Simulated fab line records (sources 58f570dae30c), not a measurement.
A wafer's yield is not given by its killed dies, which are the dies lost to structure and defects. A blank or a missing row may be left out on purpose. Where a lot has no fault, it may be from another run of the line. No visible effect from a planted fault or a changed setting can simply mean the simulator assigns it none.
Which tool was responsible? ; flow berkeley_cmos170 ; 42 wafers from 14 lots sampled at 5 of the route's 331 steps

== WHAT THE GAUGES SHOWED, per wafer ==
UCB170_PWELL_THK_MEAS_06.
lot;measured;on;PWELL_NITRIDE_THK (nm)
L387;day 3 11:29;film_metro-01;220.7 220.3 221.3
L389;day 3 19:46;film_metro-02;219.4 219.6 219.5
L388;day 3 19:49;film_metro-04;217.3 217.6 217.8
L390;day 4 10:26;film_metro-02;219.5 218.1 221.3
L391;day 4 10:26;film_metro-04;220.4 219.7 220.1
L397;day 6 00:08;film_metro-02;218.3 219.5 218.7
L401;day 6 05:14;film_metro-04;225.2 225.7 225.6
L400;day 6 05:16;film_metro-01;222.3 222.6 222.4
L403;day 6 15:36;film_metro-04;220.1 218.0 218.4
L405;day 7 02:14;film_metro-01;221.8 222.0 221.1
L404;day 7 02:17;film_metro-04;220.4 221.6 221.8
L406;day 7 13:35;film_metro-04;221.3 219.4 218.9
L408;day 8 00:23;film_metro-04;219.0 219.2 220.5
L410;day 8 09:35;film_metro-01;219.1 218.2 219.8

UCB170_GATE_CD_MEAS_12 targets a cd of 350 nm.
lot;measured;on;cd_nm (nm)
L387;day 7 13:22;cd_sem-02;349.2 350.7 349.6
L389;day 7 14:12;cd_sem-02;350.8 349.9 351.3
L388;day 7 13:55;cd_sem-01;348.9 348.6 348.4
L390;day 8 14:12;cd_sem-01;349.7 348.8 349.4
L391;day 8 13:58;cd_sem-01;348.3 347.9 347.3
L397;day 10 16:04;cd_sem-01;319.6 333.5 342.0 320.0 333.7 342.0
L401;day 11 11:37;cd_sem-01;348.4 350.3 349.7
L400;day 10 16:27;cd_sem-02;324.4 326.8 322.3 324.7 327.1 322.5
L403;day 11 11:25;cd_sem-01;348.5 349.9 348.3
L405;day 12 00:42;cd_sem-02;348.8 348.1 348.5
L404;day 12 00:38;cd_sem-01;351.7 351.3 352.8
L406;day 12 05:55;cd_sem-02;348.7 350.2 348.1
L408;day 12 16:38;cd_sem-02;348.3 349.3 349.5
L410;day 12 16:14;cd_sem-01;348.7 348.1 348.2

== EACH LOT AND THE TOOL THAT RAN IT (in order: tool; ch and the chambers of the sampled wafers; start) ==
lot;UCB170_ACTIVE_ETCH_15;UCB170_PVT_STRIP_08;UCB170_GATE_EXPOSE_09
L387;rie_diel-01 ch 1,2,3, day 5 01:58;plasma_asher-01 ch 0,1, day 6 22:56;krf_scanner-02 ch 0, day 7 12:46
L389;rie_diel-04 ch 0,1,3, day 5 08:51;plasma_asher-01 ch 0,1, day 7 01:40;krf_scanner-02 ch 0, day 7 13:22
L388;rie_diel-03 ch 1,2,3, day 5 08:34;plasma_asher-03 ch 0,1, day 7 01:59;krf_scanner-01 ch 0, day 7 13:08
L390;rie_diel-01 ch 2,3, day 6 02:49;plasma_asher-01 ch 0,1, day 7 17:56;krf_scanner-01 ch 0, day 8 13:43
L391;rie_diel-04 ch 0,2,3, day 6 02:35;plasma_asher-01 ch 0,1, day 7 18:25;krf_scanner-02 ch 0, day 8 13:22
L397;rie_diel-01 ch 0,2,3, day 7 12:29;plasma_asher-03 ch 0,1, day 9 13:17;krf_scanner-02 ch 0, day 10 15:23
L401;rie_diel-03 ch 2,3, day 7 23:47;plasma_asher-01 ch 0,1, day 10 15:13;krf_scanner-01 ch 0, day 11 10:26
L400;rie_diel-03 ch 0,1,3, day 7 12:07;plasma_asher-03 ch 0,1, day 9 13:41;krf_scanner-02 ch 0, day 10 15:58
L403;rie_diel-04 ch 0,1,3, day 7 23:55;plasma_asher-04 ch 0,1, day 10 15:57;krf_scanner-01 ch 0, day 11 10:19
L405;rie_diel-03 ch 0,1, day 9 02:40;plasma_asher-01 ch 0,1, day 11 11:44;krf_scanner-01 ch 0, day 12 00:05
L404;rie_diel-04 ch 0,1,2, day 9 02:33;plasma_asher-01 ch 0,1, day 11 11:35;krf_scanner-01 ch 0, day 11 23:52
L406;rie_diel-01 ch 0,3, day 9 14:01;plasma_asher-04 ch 0,1, day 11 16:15;krf_scanner-01 ch 0, day 12 05:22
L408;rie_diel-01 ch 0,3, day 10 03:46;plasma_asher-04 ch 0,1, day 12 05:06;krf_scanner-01 ch 0, day 12 16:13
L410;rie_diel-03 ch 0,1,2, day 10 03:53;plasma_asher-04 ch 0,1, day 12 04:22;krf_scanner-01 ch 0, day 12 15:37
- UCB170_ACTIVE_ETCH_15: etches Si3N4 in CH3F/Ar/O2, stops on SiO2, target depth 242 nm, time 151 s.
- UCB170_PVT_STRIP_08: strips in O2.
- UCB170_GATE_EXPOSE_09: exposes mask POLY, target cd 350 nm.

== AS READ BY THE TOOLS THEMSELVES (means over the sampled wafers that have a number; for cases with no such wafer, the mark the record gives instead) ==
UCB170_ACTIVE_ETCH_15.
lot;tool;drypump_motor_current_A (A);oes_product_au (a.u.);throttle_valve_pct (%)
L387;rie_diel-01;5.8;0.950;7.87
L389;rie_diel-04;5.7;0.951;7.97
L388;rie_diel-03;5.6;0.938;7.98
L390;rie_diel-01;5.6;0.943;7.83
L391;rie_diel-04;5.8;0.940;8.10
L397;rie_diel-01;5.5;0.953;8.00
L401;rie_diel-03;5.5;0.930;7.92
L400;rie_diel-03;5.4;0.925;8.06
L403;rie_diel-04;5.7;0.940;7.97
L405;rie_diel-03;5.5;0.934;8.14
L404;rie_diel-04;5.9;0.936;8.00
L406;rie_diel-01;5.4;0.942;8.17
L408;rie_diel-01;5.7;0.951;8.07
L410;rie_diel-03;5.7;0.932;8.06

UCB170_PVT_STRIP_08.
lot;tool;drypump_motor_current_A (A);oes_product_au (a.u.);strip_time_to_endpoint_s (s)
L387;plasma_asher-01;5.8;0.735;21.61
L389;plasma_asher-01;5.4;0.736;21.69
L388;plasma_asher-03;6.5;0.735;21.70
L390;plasma_asher-01;5.3;0.736;21.76
L391;plasma_asher-01;5.4;0.738;21.61
L397;plasma_asher-03;6.5;0.732;21.64
L401;plasma_asher-01;5.7;0.731;21.60
L400;plasma_asher-03;6.5;0.734;21.51
L403;plasma_asher-04;6.2;0.736;21.64
L405;plasma_asher-01;5.8;0.734;21.47
L404;plasma_asher-01;5.8;0.733;21.59
L406;plasma_asher-04;6.0;0.731;21.53
L408;plasma_asher-04;6.3;0.739;21.66
L410;plasma_asher-04;6.0;0.734;21.69

UCB170_GATE_EXPOSE_09.
lot;tool;reticle_temp_C (C)
L387;krf_scanner-02;22.93
L389;krf_scanner-02;22.93
L388;krf_scanner-01;23.02
L390;krf_scanner-01;22.93
L391;krf_scanner-02;23.06
L397;krf_scanner-02;23.20
L401;krf_scanner-01;23.00
L400;krf_scanner-02;23.07
L403;krf_scanner-01;22.91
L405;krf_scanner-01;23.03
L404;krf_scanner-01;22.97
L406;krf_scanner-01;23.06
L408;krf_scanner-01;23.05
L410;krf_scanner-01;23.14

== THE ANSWER, worked out from the rows above alone ==
Rule: the lots themselves supply what counts as usual. Put in order of their means at a reading, lots are off if they are a third of the lots or fewer, leave a main group of 4 or more, and stand apart from it by a gap of 3 or more times the standard deviation of the main group's means; of several such gaps the widest counts. The tables above print the reading to a certain number of digits; a main group whose means all agree to those digits is not used. A lot without any number at a reading at which 4 lots or more have one is off too. Where the step has rows for the other lots, those lots are counted as sound. After the gauges, taken in route order, come the tools' own readings; for these a lot's mean is taken, as printed above. At the first step where some lot is off, the reading lying furthest off is the one used; lots without a number count as furthest.
Off: L397, L400 (UCB170_GATE_CD_MEAS_12, cd_nm). The main group has a mean of 349.3 nm with a standard deviation of 1.1.
If a tool, at a process step before that reading, ran all the lots that are off and no sound lot after the first of them, it fits. The gauges at UCB170_GATE_CD_MEAS_12 are tried like those tools. Undecided on this evidence; 2 tools fit (plasma_asher-03 at UCB170_PVT_STRIP_08, krf_scanner-02 at UCB170_GATE_EXPOSE_09).

== WHAT WAS PUT IN BY THE SIMULATOR ==
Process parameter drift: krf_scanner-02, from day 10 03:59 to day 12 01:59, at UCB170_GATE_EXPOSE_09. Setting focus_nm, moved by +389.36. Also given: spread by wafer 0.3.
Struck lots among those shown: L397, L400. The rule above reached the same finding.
